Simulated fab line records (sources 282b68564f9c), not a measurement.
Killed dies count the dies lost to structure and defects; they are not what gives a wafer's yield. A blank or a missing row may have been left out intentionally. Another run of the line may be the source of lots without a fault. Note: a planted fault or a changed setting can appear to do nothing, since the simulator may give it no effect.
fab line records    flow rit-cmos
[record] lots = 6  wafers = 18  last-day = 7
route steps=202 shown SPACER@128 NSD@131 PSD@142 M1@202
lots that met no fault: from a run of the same line without faults
start-h: start of the lot's first displayed wafer, in hours after the record's first day    wait-h: hours since the lot's step before    " identical to the entry in the row above    L1.1+2: a single row standing in for several wafers    - no value, or no start was given    * or withheld: withheld    < > ~ a bound
route shown NAME@n: names a module that has steps shown in the file, with the first one's number in the route    usual: mean/standard deviation of fault-free wafers    same: alike in all rows    chamber/n: place in a boat    sites: per-site readings    _std_site: standard deviation across them    _edge_site: the outer-site mean with the inner-site mean subtracted    radius-mm: for every site, how far away it sits from the centre of the wafer    mask NAME#n: copy n    behind: the tool/chamber that last shaped the wafer    hold: what put the lot on hold/how long, in hours/how the hold closed    device: transistor that didn't switch, given as n, p or np    end of line: the route-end tests of the same wafers    a step without rows: its recipe alone    killed: dies that structure and defects cost at the first sort, which is not the same as the wafer's yield    map: the dies of a wafer, with x for killed, . for not killed, _ for no die there
set.NAME: the setting as run; set.NAME@STEP: as run at that earlier step    model.NAME: the simulator's own value behind a step, which no gauge read
lots at selected steps of the route; one table per step, one row per wafer
services: the hour from which a tool's chamber was out of use, counted from the record's first day as start-h (under 0 if before that day), plus the number of hours and why
[[steps]]
[step RIT_SPACER_CVD_03]
[recipe] material = Si3N4  target-thk-nm = 250  temp-c = 810  precursor = SiH2Cl2/NH3  time-s = 3300  pressure-mtorr = 300  sih2cl2-flow-sccm = 60  nh3-flow-sccm = 150
[step RIT_SPACER_THK_MEAS_04]
[recipe] reads = Si3N4_of_SPACER_CVD_03
[usual] SPACER_NITRIDE_THK = 250.2/2.7
lot.wafer  tool           chamber  start-h  wait-h  SPACER_NITRIDE_THK[nm]
L430.1     film-metro-03  -        79.46    0.0     250.1
L430.3     "              -        "        "       251.3
L430.5     "              -        "        "       250.0
L431.2     film-metro-04  -        84.29    0.0     246.5
L431.5     "              -        "        "       246.8
L431.6     "              -        "        "       245.9
L434.1     film-metro-03  -        97.82    0.0     254.2
L434.4     "              -        "        "       252.1
L434.5     "              -        "        "       251.9
L435.1     film-metro-02  -        103.63   0.0     251.0
L435.3     "              -        "        "       251.4
L435.6     "              -        "        "       250.1
L440.2     film-metro-02  -        121.75   0.0     243.8
L440.3     "              -        "        "       243.7
L440.5     "              -        "        "       242.6
L445.4     film-metro-02  -        144.77   0.0     255.3
L445.5     "              -        "        "       254.6
L445.6     "              -        "        "       253.6
[step RIT_SPACER_ETCHBACK_05]
[recipe] target-depth-a = 2500  SF6_flow_sccm = 30  CHF3_flow_sccm = 30  target = Si3N4  chemistry = SF6/CHF3  pressure-mtorr = 40  rf-w = 250  time-s = 240  stop-on = SiO2
[usual] drypump-motor-current-A = 5.8/0.47  oes-product-au = 0.849/0.013  throttle-valve-pct = 10.30/0.16
[same] time-s = 240
lot.wafer  tool         chamber  start-h  wait-h  drypump-motor-current-A  oes-product-au  rf-hours-counter-h  throttle-valve-pct
L430.1     rie-diel-01  2        79.52    0.1     5.1                      0.865           154                 10.34
L430.3     "            3        "        "       6.1                      0.863           17                  10.13
L430.5     "            0        "        "       6.4                      0.860           -                   10.48
L431.2     rie-diel-01  2        84.34    0.0     5.1                      0.859           154                 10.30
L431.5     "            2        "        "       5.1                      0.861           -                   10.31
L431.6     "            1        "        "       6.3                      0.834           -                   10.06
L434.1     rie-diel-04  2        97.88    0.1     5.6                      0.849           4                   10.12
L434.4     "            0        "        "       6.1                      0.868           125                 10.26
L434.5     "            1        "        "       5.5                      0.858           -                   10.56
L435.1     rie-diel-01  0        103.69   0.1     6.4                      0.854           6                   10.46
L435.3     "            3        "        "       6.1                      0.859           18                  10.12
L435.6     "            1        "        "       6.2                      0.833           -                   10.09
L440.2     rie-diel-02  0        121.80   0.0     6.2                      0.809           42                  10.44
L440.3     "            1        "        "       6.4                      0.833           2                   10.46
L440.5     "            2        "        "       5.7                      0.828           -                   10.31
L445.4     rie-diel-04  2        144.80   0.0     5.6                      0.857           5                   10.12
L445.5     "            1        "        "       5.5                      0.862           -                   10.56
L445.6     "            2        "        "       5.6                      0.856           -                   10.12
[step RIT_NSD_HMDS_00]
[recipe] prime-time-s = 60  prime-temp-c = 140
[step RIT_NSD_COAT_01]
[recipe] resist = NOVOLAK  spin-rpm = 3250  resist-thk-nm = 1000
[step RIT_NSD_SOFTBAKE_02]
[recipe] resist = NOVOLAK  temp-c = 90  time-s = 60
[step RIT_NSD_EXPOSE_03]
[recipe] mask-id = M9  na = 0.57  target-cd-nm = 40700  dose-mj = 250
[step RIT_NSD_PEB_04]
[recipe] resist = NOVOLAK  temp-c = withheld  time-s = withheld
[step RIT_NSD_DEVELOP_05]
[recipe] resist = NOVOLAK  develop-time-s = 50  dev-temp-c = 23.85
[step RIT_NSD_OVL_MEAS_06]
[usual] NSD_OVL = 0.3/1.5
lot.wafer  tool        chamber  start-h  wait-h  NSD_OVL[nm]
L430.1     overlay-01  -        80.57    -       2.1
L430.3     "           -        "        "       0.6
L430.5     "           -        "        "       -0.4
L431.2     overlay-01  -        85.35    -       1.3
L431.5     "           -        "        "       0.6
L431.6     "           -        "        "       -1.0
L434.1     overlay-01  -        99.00    -       0.3
L434.4     "           -        "        "       1.3
L434.5     "           -        "        "       0.9
L435.1     overlay-02  -        104.81   -       0.0
L435.3     "           -        "        "       -0.7
L435.6     "           -        "        "       0.4
L440.2     overlay-02  -        122.81   -       -0.7
L440.3     "           -        "        "       -1.1
L440.5     "           -        "        "       -2.9
L445.4     overlay-01  -        145.94   -       1.2
L445.5     "           -        "        "       0.7
L445.6     "           -        "        "       3.6
[step RIT_NSD_HARDBAKE_07]
[recipe] resist = NOVOLAK  temp-c = 140  time-s = 60
[step RIT_NSD_IMPLANT_08]
[recipe] species = P  energy-kev = 25  dose-cm2 = 1e+15  tilt-deg = 7
[step RIT_NSD_STRIP_09]
[recipe] chemistry = O2  time-s = 180  resist = NOVOLAK  platen-temp-c = withheld  power-w = 500  pressure-mtorr = 4000  o2-flow-sccm = 4000
[usual] chamber-pressure-mTorr = 4000/3.9  drypump-motor-current-A = 5.92/0.24  time-s = 180/0
lot.wafer  tool             chamber  start-h  wait-h  chamber-pressure-mTorr  drypump-motor-current-A  rf-hours-counter-h  time-s  model.NOVOLAK_of_NSD_COAT_01.thk-nm
L430.1     plasma-asher-01  0        80.90    0.1     4003                    5.74                     44                  180     0
L430.3     "                0        "        "       4001                    5.74                     -                   180     0
L430.5     "                1        "        "       4003                    6.41                     -                   180     0
L431.2     plasma-asher-01  0        85.68    0.1     3993                    5.74                     45                  180     0
L431.5     "                0        "        "       3998                    5.73                     -                   180     0
L431.6     "                1        "        "       3992                    6.44                     -                   180     0
L434.1     plasma-asher-01  1        99.34    0.1     -                       -                        -                   -       886.1
L434.4     "                0        "        "       -                       -                        -                   -       887.3
L434.5     "                1        "        "       -                       -                        -                   -       884
L435.1     plasma-asher-02  1        105.23   0.1     -                       -                        -                   -       885.1
L435.3     "                1        "        "       -                       -                        -                   -       884.1
L435.6     "                1        "        "       -                       -                        -                   -       885.3
L440.2     plasma-asher-01  1        123.14   0.1     4001                    6.42                     1                   180     0
L440.3     "                0        "        "       3998                    5.75                     -                   180     0
L440.5     "                0        "        "       3997                    5.73                     -                   180     0
L445.4     plasma-asher-02  0        146.31   0.1     3994                    5.77                     -                   180     0
L445.5     "                1        "        "       3999                    5.95                     -                   180     0
L445.6     "                0        "        "       4004                    5.81                     -                   180     0
[step RIT_NSD_TW_MEAS_10]
[usual] NSD_TW = 3100/19
lot.wafer  tool           chamber  start-h  wait-h  NSD_TW
L430.1     film-metro-03  -        81.08    0.1     3113
L430.3     "              -        "        "       3092
L430.5     "              -        "        "       3109
L431.2     film-metro-03  -        85.86    0.1     3092
L431.5     "              -        "        "       3101
L431.6     "              -        "        "       3090
L434.1     film-metro-03  -        99.51    0.1     3090
L434.4     "              -        "        "       3101
L434.5     "              -        "        "       3094
L435.1     film-metro-03  -        105.41   0.1     3110
L435.3     "              -        "        "       3077
L435.6     "              -        "        "       3100
L440.2     film-metro-04  -        123.33   0.1     3089
L440.3     "              -        "        "       3113
L440.5     "              -        "        "       3111
L445.4     film-metro-01  -        146.46   0.1     3098
L445.5     "              -        "        "       3101
L445.6     "              -        "        "       3103
[step RIT_PSD_HMDS_00]
[recipe] prime-time-s = 60  prime-temp-c = 140
[step RIT_PSD_COAT_01]
[recipe] resist = NOVOLAK  spin-rpm = 3250  resist-thk-nm = 1000
[step RIT_PSD_SOFTBAKE_02]
[recipe] resist = NOVOLAK  temp-c = 90  time-s = 60
[step RIT_PSD_EXPOSE_03]
[recipe] mask-id = M10  na = 0.57  target-cd-nm = 40900  dose-mj = 250
[step RIT_PSD_PEB_04]
[recipe] resist = NOVOLAK  temp-c = withheld  time-s = withheld
[step RIT_PSD_DEVELOP_05]
[recipe] resist = NOVOLAK  develop-time-s = 50  dev-temp-c = 23
[step RIT_PSD_OVL_MEAS_06]
[usual] PSD_OVL = -0.5/1.5
lot.wafer  tool        chamber  start-h  wait-h  PSD_OVL[nm]
L430.1     overlay-01  -        82.11    -       -0.9
L430.3     "           -        "        "       -2.0
L430.5     "           -        "        "       -1.9
L431.2     overlay-01  -        87.03    -       3.0
L431.5     "           -        "        "       2.9
L431.6     "           -        "        "       2.3
L434.1     overlay-01  -        100.91   -       -1.5
L434.4     "           -        "        "       -1.8
L434.5     "           -        "        "       -1.7
L435.1     overlay-02  -        106.65   -       0.3
L435.3     "           -        "        "       -0.6
L435.6     "           -        "        "       1.7
L440.2     overlay-01  -        124.29   -       0.7
L440.3     "           -        "        "       1.4
L440.5     "           -        "        "       -0.1
L445.4     overlay-01  -        147.36   -       -0.8
L445.5     "           -        "        "       1.3
L445.6     "           -        "        "       -1.3
[step RIT_PSD_HARDBAKE_07]
[recipe] resist = NOVOLAK  temp-c = 140  time-s = 60
[step RIT_PSD_IMPLANT_08]
[recipe] species = BF2  energy-kev = 27  dose-cm2 = 5e+15  tilt-deg = 7
[step RIT_PSD_STRIP_09]
[recipe] chemistry = O2  time-s = 180  resist = NOVOLAK  platen-temp-c = withheld  power-w = 500  pressure-mtorr = 4000  o2-flow-sccm = 4000
[usual] chamber-pressure-mTorr = 4000/3.6  drypump-motor-current-A = 6.2/0.35
[same] time-s = 180
lot.wafer  tool             chamber  start-h  wait-h  chamber-pressure-mTorr  drypump-motor-current-A  rf-hours-counter-h
L430.1     plasma-asher-04  1        82.45    0.1     4006                    6.3                      25
L430.3     "                1        "        "       4007                    6.3                      -
L430.5     "                0        "        "       3998                    6.6                      -
L431.2     plasma-asher-04  0        87.36    0.1     4003                    6.6                      25
L431.5     "                0        "        "       3999                    6.6                      -
L431.6     "                1        "        "       4006                    6.3                      -
L434.1     plasma-asher-01  1        101.25   0.1     4005                    6.4                      46
L434.4     "                0        "        "       4010                    5.7                      -
L434.5     "                1        "        "       4002                    6.4                      -
L435.1     plasma-asher-01  0        106.99   0.1     3998                    5.7                      47
L435.3     "                1        "        "       4002                    6.5                      -
L435.6     "                1        "        "       3999                    6.4                      -
L440.2     plasma-asher-01  1        124.62   0.1     4005                    6.4                      1
L440.3     "                1        "        "       4000                    6.4                      -
L440.5     "                1        "        "       4000                    6.4                      -
L445.4     plasma-asher-01  1        147.74   0.1     4003                    6.4                      -
L445.5     "                1        "        "       4004                    6.4                      -
L445.6     "                0        "        "       3997                    5.7                      -
[step RIT_PSD_TW_MEAS_10]
[usual] PSD_TW = 3404/19
lot.wafer  tool           chamber  start-h  wait-h  hold                      PSD_TW
L430.1     film-metro-01  -        82.63    0.1     -                         3433
L430.3     "              -        "        "       -                         3448
L430.5     "              -        "        "       -                         3443
L431.2     film-metro-03  -        87.55    0.1     -                         3413
L431.5     "              -        "        "       -                         3403
L431.6     "              -        "        "       -                         3400
L434.1     film-metro-01  -        101.42   0.1     await-dispo/0.2h/release  30
L434.4     "              -        "        "       await-dispo/0.2h/release  30
L434.5     "              -        "        "       await-dispo/0.2h/release  30
L434.1     film-metro-01  -        101.65   0.2     -                         30
L434.4     "              -        "        "       -                         30
L434.5     "              -        "        "       -                         30
L435.1     film-metro-03  -        107.16   0.1     await-dispo/0.2h/release  30
L435.3     "              -        "        "       await-dispo/0.2h/release  30
L435.6     "              -        "        "       await-dispo/0.2h/release  30
L435.1     film-metro-03  -        107.39   0.2     -                         30
L435.3     "              -        "        "       -                         30
L435.6     "              -        "        "       -                         30
L440.2     film-metro-04  -        124.81   0.1     -                         3399
L440.3     "              -        "        "       -                         3404
L440.5     "              -        "        "       -                         3414
L445.4     film-metro-03  -        147.88   0.1     -                         3423
L445.5     "              -        "        "       -                         3413
L445.6     "              -        "        "       -                         3403
[step RIT_M1_PROBE_99]
[usual] defect-limited-yield = 97.1/1.1  killed_at_M0_to_M3 = 0.0/0.12  killed-at-front-end = 7.5/2.8  killed-dies = 7.6/2.9  killed-open = 3.7/2  killed-short = 3.8/2  sort_bin_3_pad_short = 0.1/0.25  sort_bin_5_function = 1.6/0.85  sort_bin_6_memory = 1.1/0.62  sort-n-pass = 256.4/2.9  sort-yield-pct = 97.1/1.1
[same] gross-dies = 264  killed_at_M4_up = 0  killed-at-back-side = 0  killed-at-contacts = 0  killed-at-other = 0
lot.wafer  tool       chamber  start-h  wait-h  defect-limited-yield[%]  killed_at_M0_to_M3  killed-at-front-end  killed-dies  killed-open  killed-short  sort_bin_3_pad_short[%]  sort_bin_5_function[%]  sort_bin_6_memory[%]  sort-n-pass  sort-yield-pct[%]
L430.1     prober-01  -        90.62    0.1     97.0                     1                   7                    8            4            4             0                        1.5                     1.5                   256.0        97.0
L430.3     prober-01  -        90.72    0.2     98.1                     0                   5                    5            3            2             0                        1.1                     0.8                   259.0        98.1
L430.5     prober-01  -        90.82    0.2     96.2                     0                   10                   10           9            1             0.4                      0.4                     3.0                   254.0        96.2
L431.2     prober-02  -        95.65    0.1     97.7                     0                   6                    6            2            4             0                        1.1                     1.1                   258.0        97.7
L431.5     prober-02  -        95.80    0.2     96.2                     0                   10                   10           5            5             0                        2.3                     1.5                   254.0        96.2
L431.6     prober-02  -        95.85    0.2     98.1                     0                   5                    5            1            4             0.4                      0.8                     0.8                   259.0        98.1
L440.2     prober-01  -        132.63   0.1     98.9                     0                   3                    3            1            2             0.4                      0.4                     0.4                   261.0        98.9
L440.3     prober-01  -        132.68   0.2     97.3                     0                   7                    7            4            3             0.4                      1.1                     1.1                   257.0        97.3
L440.5     prober-01  -        132.78   0.2     97.0                     0                   8                    8            4            4             0                        1.5                     1.5                   256.0        97.0
L445.4     prober-01  -        155.99   0.2     98.5                     0                   4                    4            1            3             0                        0.4                     1.1                   260.0        98.5
L445.5     prober-01  -        156.04   0.2     98.1                     0                   5                    5            2            3             0                        0.8                     1.1                   259.0        98.1
L445.6     prober-01  -        156.09   0.2     97.7                     0                   6                    6            3            3             0                        1.9                     0.4                   258.0        97.7
// killed by level:class
L430.1 GATE:geometric-particle:short=2 ACTIVE:geometric-particle:open=1 FOX1:geometric-particle:open=1 FOX2:geometric-particle:open=1 GATE:geometric-particle:open=1 SILICIDE:geometric-particle:short=1 M1:geometric-particle:short=1
L430.3 GATE:geometric-particle:short=2 FOX1:geometric-particle:open=1 GATE:geometric-particle:open=1 SILICIDE:geometric-particle:open=1
L430.5 SILICIDE:geometric-particle:open=5 FOX1:geometric-particle:open=2 FOX1:geometric-particle:short=1 GATE:geometric-particle:open=1 REOX:geometric-particle:open=1
L431.2 SPACER:geometric-particle:short=2 FOX1:geometric-particle:short=1 REOX:geometric-particle:open=1 SPACER:geometric-particle:open=1 SILICIDE:geometric-particle:short=1
L431.5 FOX1:geometric-particle:short=2 FOX1:geometric-particle:open=2 REOX:geometric-particle:short=2 GATE:geometric-particle:short=1 GATE:geometric-particle:open=1 REOX:geometric-particle:open=1 SPACER:geometric-particle:open=1
L431.6 FOX1:geometric-particle:short=1 FOX1:geometric-particle:open=1 FOX2:geometric-particle:short=1 SPACER:geometric-particle:short=1 SILICIDE:geometric-particle:short=1
L440.2 FOX2:geometric-particle:short=1 GATE:geometric-particle:short=1 SPACER:geometric-particle:open=1
L440.3 GATE:geometric-particle:open=2 GATE:geometric-particle:short=2 REOX:geometric-particle:open=2 REOX:geometric-particle:short=1
L440.5 GATE:geometric-particle:open=3 FOX2:geometric-particle:short=1 GATE:geometric-particle:short=1 REOX:geometric-particle:short=1 SPACER:geometric-particle:short=1 SPACER:geometric-particle:open=1
L445.4 REOX:geometric-particle:short=3 GATE:geometric-particle:open=1
L445.5 FOX2:geometric-particle:open=1 FOX2:geometric-particle:short=1 GATE:geometric-particle:open=1 GATE:geometric-particle:short=1 REOX:geometric-particle:short=1
L445.6 GATE:geometric-particle:short=2 SILICIDE:geometric-particle:open=1 GATE:geometric-particle:open=1 REOX:geometric-particle:open=1 SPACER:geometric-particle:short=1
[[services]]
tool             chamber  start-h  hours  kind
rie-diel-04      3        60.04    2.2    repair
plasma-asher-02  -        72.58    11.4   pm
rie-diel-02      3        100.56   8.9    repair
rie-diel-04      -        107.70   28.1   pm
plasma-asher-01  -        108.75   9.0    pm
plasma-asher-01  0        108.75   9.0    vent-cycle
plasma-asher-01  1        108.75   9.0    vent-cycle
plasma-asher-01  0        117.75   -      clean
plasma-asher-01  1        117.75   -      clean
rie-diel-01      2        130.62   -      clean
rie-diel-01      2        130.62   23.5   scheduled-down
rie-diel-01      2        130.62   23.5   vent-cycle
[[key]]
[first-sign] step = RIT_NSD_STRIP_09  reading = tool-record  direction = missing
[effect] step = RIT_PSD_TW_MEAS_10  reading = visit  direction = added
[effect] step = RIT_PSD_TW_MEAS_10  reading = PSD_TW  direction = down  sigmas = 99+  usual = 3404  struck = 30
[model-effect] step = RIT_NSD_STRIP_09  value = NOVOLAK_of_NSD_COAT_01.thk-nm  without = 0  struck = 885.3
met-at RIT_NSD_STRIP_09
struck-wafers L434.1,L434.4,L434.5,L435.1,L435.3,L435.6
scrapped-behind RIT_PSD_TW_MEAS_10 L434.1,L434.4,L434.5,L435.1,L435.3,L435.6
onset-between 85.68 99.34
[fault] kind = skipped-step-whole  tool = plasma-asher-01,plasma-asher-02  chamber = -  onset-h = 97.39  steps = RIT_NSD_STRIP_09  scope = struck-lots-only
